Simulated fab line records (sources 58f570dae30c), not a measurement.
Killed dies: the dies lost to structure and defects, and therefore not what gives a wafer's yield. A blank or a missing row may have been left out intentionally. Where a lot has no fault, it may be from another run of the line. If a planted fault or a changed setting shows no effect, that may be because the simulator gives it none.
Comparing a struck lot with a sound one	flow berkeleyCmos170	21 out of 331 route steps
Sound: wafers L283.3, L283.5, L283.6. Wafers struck: L295.2, L295.4, L295.6. The cause is given at the end.
Order at every step that has rows: each side's tool, ch and its chambers, its first start. Under that, the readings that differ: sound wafers	struck wafers	difference of the means	sigmas: that difference in standard deviations of wafers without a fault.
alike: a reading whose means differ by less than 2 such deviations, as well as words and numbers matching on both sides. not compared: withheld readings; readings where some wafer has no value; bounds like >300 that might hide an equal value; numbers whose values overlap and for which the record gives no deviation.
Wherever a step has rows on one side only, a row that says differs or no value, or a row with sigmas, the two part there. Numbers that have no deviation but don't overlap get no sigmas and don't part them. A reading missing from all wafers of one side parts the sides only when that side holds two or more wafers.

UCB170_PVT_STRIP_08: strips in O2.
  sound on plasmaAsher-03 ch 0,1, day 6 13:24; struck on plasmaAsher-02 ch 0,1, day 9 05:10
  alike: drypumpMotorCurrentA, oesProductAu, stripTimeToEndpointS
  not compared: rfHoursCounterH
UCB170_PVT_TW_MEAS_09:
  sound on filmMetro-02, day 6 13:29; struck on filmMetro-02, day 9 05:17
  alike: PVT_TW
then, 1 step without rows for these wafers: UCB170_GATE_WET_ETCH_00 (etches SiO2 in dHF, time 200 s).
UCB170_FIELD_THK_MEAS_91:
  sound on filmMetro-01, day 6 13:39; struck on filmMetro-02, day 9 05:24
  alike: FIELD_OXIDE_LEFT_2_THK
then, 1 step without rows for these wafers: UCB170_GATE_OXIDATION_01 (target thk 6.6 nm, ox time 1800 s).
UCB170_GATE_THK_MEAS_02:
  sound on filmMetro-03, day 6 19:00; struck on filmMetro-02, day 9 10:49
  alike: GATE_OXIDE_THK
then, 2 steps without rows for these wafers: UCB170_GATE_ANNEAL_03 (time 1800 s); UCB170_GATE_CVD_04 (deposits poly-Si from SiH4, time 1440 s, target thk 214 nm).
UCB170_GATE_THK_MEAS_05:
  sound on filmMetro-03, day 7 02:20; struck on filmMetro-03, day 9 21:49
reading	sound	struck	difference	sigmas
GATE_POLY_THK (nm)	210.7 211.2 211.7	218.1 218.3 218.2	+7.0	+3
then, 3 steps without rows for these wafers: UCB170_GATE_COAT_06; UCB170_GATE_COAT_07 (resist thk 900 nm); UCB170_GATE_SOFTBAKE_08 (time 60 s).
UCB170_GATE_EXPOSE_09: exposes mask POLY, target cd 350 nm.
  sound on krfScanner-02 ch 0, day 7 03:12; struck on krfScanner-01 ch 0, day 9 22:47
reading	sound	struck	difference	sigmas
mask	POLY#0 POLY#0 POLY#0	POLY_R1#0 POLY_R1#0 POLY_R1#0	differs	
then, 2 steps without rows for these wafers: UCB170_GATE_PEB_10; UCB170_GATE_DEVELOP_11 (develop time 45 s).
UCB170_GATE_CD_MEAS_12: the cd target is 350 nm.
  sound on cdSem-02, day 7 03:49; struck on cdSem-02, day 9 23:10
reading	sound	struck	difference	sigmas
cdNm (nm)	350.8 352.9 351.2	282.2 281.2 281.0	-70.2	-41
UCB170_GATE_OVL_MEAS_13:
  sound on overlay-01, day 7 03:54; struck on overlay-01, day 9 23:17
reading	sound	struck	difference	sigmas
GATE_OVL (nm)	3 -2 7	-5 -16 -10	-13	-2
UCB170_GATE_ETCH_14: etches BARC in N2/H2.
  sound on rieDiel-01 ch 0,2,3, day 7 03:55; struck on rieDiel-01 ch 0,1,3, day 9 23:19
  alike: drypumpMotorCurrentA, oesProductAu, throttleValvePct
UCB170_GATE_ETCH_15: etches poly-Si in HBr/Cl2, stops on SiO2, time 56.3 s, target depth 278.2 nm.
  sound on rieSi-02 ch 1,2,3, day 7 03:58; struck on rieSi-01 ch 0,2,3, day 9 23:21
reading	sound	struck	difference	sigmas
model.GATE.cdNm (nm)	351 352.8 351.7	281.7 280.9 281	-70.6	
  alike: drypumpMotorCurrentA, mfcCl2Sccm, oesProductAu, throttleValvePct
  not compared: rfHoursCounterH
UCB170_GATE_STRIP_16: strips in O2.
  sound on plasmaAsher-01 ch 0,1, day 7 04:02; struck on plasmaAsher-04 ch 0,1, day 9 23:24
reading	sound	struck	difference	sigmas
drypumpMotorCurrentA (A)	6.5 6.5 6.4	5.1 6.0 5.2	-1.0	-2
  alike: oesProductAu
  not compared: rfHoursCounterH
UCB170_M3_PROBE_99:
  record: rows for the struck wafers here (prober-01, day 11 17:02), none for the sound ones

WHERE THEY PART
Earliest at UCB170_GATE_THK_MEAS_05; latest, in this record, at UCB170_M3_PROBE_99.

WHY: what the simulator had put in
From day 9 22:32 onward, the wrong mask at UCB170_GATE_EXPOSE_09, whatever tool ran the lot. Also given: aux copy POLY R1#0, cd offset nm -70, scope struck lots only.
